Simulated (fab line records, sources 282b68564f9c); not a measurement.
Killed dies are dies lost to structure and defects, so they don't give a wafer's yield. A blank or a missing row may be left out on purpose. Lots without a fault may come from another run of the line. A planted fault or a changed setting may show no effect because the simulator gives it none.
fab line records | flow rit_cmos
record lots=6 wafers=18 last_day=6
route steps=202 shown PWELL@44 WELLDRIVE@50 NWELL@51 NRETRO@53
lots that met no fault: from a run of the same line without faults
start_h: hours from the record's first day to the start of the lot's first wafer shown | wait_h: hours since the lot's step before | " the same as in the row above | L1.1+2: a row that stands for several wafers | - no value, or no start given | * or withheld: withheld | < > ~ a bound
route shown NAME@n: a module of which the file shows steps, and the number in the route of the first | usual: mean/standard deviation of fault-free wafers | same: alike in all rows | chamber/n: place in a boat | sites: the reading at each site | _std_site: their standard deviation | _edge_site: outer sites' mean less inner sites' | radius_mm: how far each site lies from the wafer's centre | mask NAME#n: copy n | behind: the tool/chamber that last shaped the wafer | hold: why the lot was held/for how many hours/how that ended | device: the transistor (n, p or np) that didn't switch | end of line: the same wafers' tests at the end of the route | a step without rows: its recipe alone | killed: dies lost to structure and defects at the first sort, not the wafer's yield | map: a wafer's dies, x killed, . not, _ none there
set.NAME: the setting as run; set.NAME@STEP: as run at that earlier step | model.NAME: the simulator's own value behind a step, which no gauge read
lots at some steps of the route; a table a step, a row a wafer
services: from which hour (start_h, from the record's first day; less than 0 if before it) a tool's chamber was out of use, for how many hours, and why
## steps
# step RIT_PWELL_DEVELOP_05
# recipe resist=NOVOLAK develop_time_s=68 dev_temp_c=23
# step RIT_PWELL_OVL_MEAS_06
# usual PWELL_OVL=-0.4/1.6
# columns lot.wafer tool chamber start_h wait_h PWELL_OVL[nm]
L240.1 overlay-01 - 51.81 - -0.2
L240.2 " - " " -0.9
L240.6 " - " " 0.0
L243.2 overlay-02 - 72.34 - -1.1
L243.3 " - " " -1.1
L243.5 " - " " -1.3
L245.1 overlay-02 - 80.99 - -1.5
L245.2 " - " " -0.5
L245.3 " - " " -0.3
L251.3 overlay-01 - 108.28 - 0.0
L251.4 " - " " 0.7
L251.6 " - " " -0.3
L252.2 overlay-01 - 113.34 - 0.1
L252.4 " - " " -0.3
L252.6 " - " " 0.7
L253.2 overlay-01 - 118.68 - -0.6
L253.3 " - " " -2.1
L253.6 " - " " -4.7
# step RIT_PWELL_HARDBAKE_07
# recipe resist=NOVOLAK temp_c=140 time_s=120
# step RIT_PWELL_IMPLANT_08
# recipe species=B energy_kev=170 dose_cm2=7e+13 tilt_deg=7
# step RIT_PWELL_STRIP_09
# recipe chemistry=O2 time_s=180 resist=NOVOLAK platen_temp_c=withheld power_w=500 pressure_mtorr=4000 o2_flow_sccm=4000
# usual drypump_motor_current_A=5.4/0.5
# columns lot.wafer tool chamber start_h wait_h drypump_motor_current_A rf_hours_counter_h
L240.1 plasma_asher-03 1 52.25 0.1 5.0 42
L240.2 " 0 " " 5.7 42
L240.6 " 1 " " 4.9 -
L243.2 plasma_asher-01 1 72.77 0.1 4.8 45
L243.3 " 1 " " 4.8 -
L243.5 " 1 " " 4.8 -
L245.1 plasma_asher-03 0 81.42 0.1 5.7 45
L245.2 " 1 " " 5.0 45
L245.3 " 1 " " 5.0 -
L251.3 plasma_asher-01 0 108.76 0.1 5.3 -
L251.4 " 1 " " 4.8 -
L251.6 " 1 " " 4.8 -
L252.2 plasma_asher-04 0 113.77 0.1 6.2 47
L252.4 " 0 " " 6.2 -
L252.6 " 1 " " 5.0 -
L253.2 plasma_asher-03 0 119.11 0.1 5.7 50
L253.3 " 0 " " 5.7 -
L253.6 " 1 " " 5.0 -
# step RIT_PWELL_TW_MEAS_10
# usual PWELL_TW=946/5.5
# columns lot.wafer tool chamber start_h wait_h PWELL_TW
L240.1 film_metro-01 - 52.42 0.1 948
L240.2 " - " " 947
L240.6 " - " " 945
L243.2 film_metro-03 - 72.96 0.1 941
L243.3 " - " " 938
L243.5 " - " " 944
L245.1 film_metro-03 - 81.60 0.1 935
L245.2 " - " " 941
L245.3 " - " " 945
L251.3 film_metro-02 - 108.89 0.1 946
L251.4 " - " " 940
L251.6 " - " " 939
L252.2 film_metro-03 - 113.95 0.1 945
L252.4 " - " " 948
L252.6 " - " " 949
L253.2 film_metro-01 - 119.30 0.1 950
L253.3 " - " " 948
L253.6 " - " " 953
# step RIT_WELLDRIVE_ANNEAL_00
# recipe temp_c=1100 time_s=14700 ambient=N2
# step RIT_WELLDRIVE_RS_MEAS_01
# recipe thk_meas_gauge=four-point-probe
# usual NWELL_RS=276.2/0.94
# columns lot.wafer tool chamber start_h wait_h NWELL_RS[ohm/sq]
L240.1 film_metro-03 - 57.56 0.0 276.2
L240.2 " - " " 277.6
L240.6 " - " " 276.9
L243.2 film_metro-02 - 78.71 0.0 276.1
L243.3 " - " " 274.6
L243.5 " - " " 275.4
L245.1 film_metro-03 - 86.74 0.0 275.7
L245.2 " - " " 276.2
L245.3 " - " " 276.5
L251.3 film_metro-03 - 114.69 0.0 277.4
L251.4 " - " " 277.0
L251.6 " - " " 276.5
L252.2 film_metro-02 - 119.11 0.0 275.7
L252.4 " - " " 275.5
L252.6 " - " " 276.3
L253.2 film_metro-01 - 124.45 0.0 277.2
L253.3 " - " " 277.4
L253.6 " - " " 277.7
# step RIT_WELLDRIVE_RS_MEAS_02
# recipe thk_meas_gauge=four-point-probe
# usual PWELL_RS=430.1/1.3
# columns lot.wafer tool chamber start_h wait_h PWELL_RS[ohm/sq]
L240.1 film_metro-03 - 57.68 0.1 430.1
L240.2 " - " " 429.7
L240.6 " - " " 430.2
L243.2 film_metro-02 - 78.83 0.1 431.9
L243.3 " - " " 431.2
L243.5 " - " " 431.1
L245.1 film_metro-03 - 86.86 0.1 431.6
L245.2 " - " " 431.9
L245.3 " - " " 430.7
L251.3 film_metro-03 - 114.81 0.1 429.8
L251.4 " - " " 429.7
L251.6 " - " " 431.8
L252.2 film_metro-02 - 119.23 0.1 429.4
L252.4 " - " " 430.1
L252.6 " - " " 428.5
L253.2 film_metro-01 - 124.57 0.1 431.1
L253.3 " - " " 429.5
L253.6 " - " " 429.6
# step RIT_NRETRO_HMDS_00
# recipe prime_time_s=60 prime_temp_c=140
# step RIT_NRETRO_COAT_01
# recipe resist=NOVOLAK spin_rpm=2000 resist_thk_nm=1300
# step RIT_NRETRO_SOFTBAKE_02
# recipe resist=NOVOLAK temp_c=90 time_s=60
# step RIT_NRETRO_EXPOSE_03
# recipe mask_id=M4 na=0.57 target_cd_nm=43900 dose_mj=250
# usual exposure_dose_mJ_cm2=250.03/0.23 focus_offset_nm=0.1/0.55
# columns lot.wafer tool chamber start_h wait_h mask exposure_dose_mJ_cm2 focus_offset_nm
L240.1 iline_stepper-02 0 58.25 0.1 M4#0 250.25 0.0
L240.2 " 0 " " M4#0 250.32 0.2
L240.6 " 0 " " M4#0 250.28 0.5
L243.2 iline_stepper-01 - 79.81 0.4 M4#0 - -
L243.3 " - " " M4#0 - -
L243.5 " - " " M4#0 - -
L245.1 iline_stepper-02 - 87.55 0.2 M4#0 - -
L245.2 " - " " M4#0 - -
L245.3 " - " " M4#0 - -
L251.3 iline_stepper-02 0 115.38 0.1 M4#0 249.79 0.6
L251.4 " 0 " " M4#0 249.89 0.3
L251.6 " 0 " " M4#0 249.88 0.6
L252.2 iline_stepper-02 0 119.80 0.1 M4#0 249.88 0.1
L252.4 " 0 " " M4#0 250.20 -0.1
L252.6 " 0 " " M4#0 250.07 -0.4
L253.2 iline_stepper-01 0 125.26 0.2 M4#0 249.90 -0.3
L253.3 " 0 " " M4#0 250.20 -0.3
L253.6 " 0 " " M4#0 250.24 -0.9
# step RIT_NRETRO_PEB_04
# recipe resist=NOVOLAK temp_c=withheld time_s=withheld
## services
# columns tool chamber start_h hours kind
iline_stepper-01 - 37.26 26.9 repair
plasma_asher-03 - 63.43 0.4 repair
iline_stepper-01 - 64.20 1.7 pm
iline_stepper-01 0 69.91 - calibration
iline_stepper-01 - 105.50 5.6 repair
plasma_asher-01 - 108.87 9.0 pm
plasma_asher-01 0 108.87 9.0 vent_cycle
plasma_asher-01 1 108.87 9.0 vent_cycle
plasma_asher-01 - 117.87 2.8 pm
plasma_asher-01 0 117.87 - clean
plasma_asher-01 1 117.87 - clean
plasma_asher-01 - 120.62 14.6 pm
## key
first_sign step=RIT_NRETRO_EXPOSE_03 reading=tool_record direction=missing
effect none on later readings
met_at RIT_NRETRO_EXPOSE_03
struck_wafers L243.2,L243.3,L243.5,L245.1,L245.2,L245.3
sort_left_out L243.2,L243.3,L243.5,L245.1,L245.2,L245.3
tester_left_out L243,L245
onset_between 58.25 79.81
fault kind=skipped_step_whole tool=iline_stepper-01,iline_stepper-02 chamber=- onset_h=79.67 steps=RIT_NRETRO_EXPOSE_03 scope=struck_lots_only
# tester_left_out: of these lots the tester's yield and bins aren't shown, on N5 and GAA mostly nor the transistor test; their killed dies are dies lost to structure and defects alone, not to doping, threshold or leakage, so they don't give the yield
# sort_left_out: the simulated sort isn't trusted on such a fault, so these wafers' sort isn't shown, and their yield isn't known
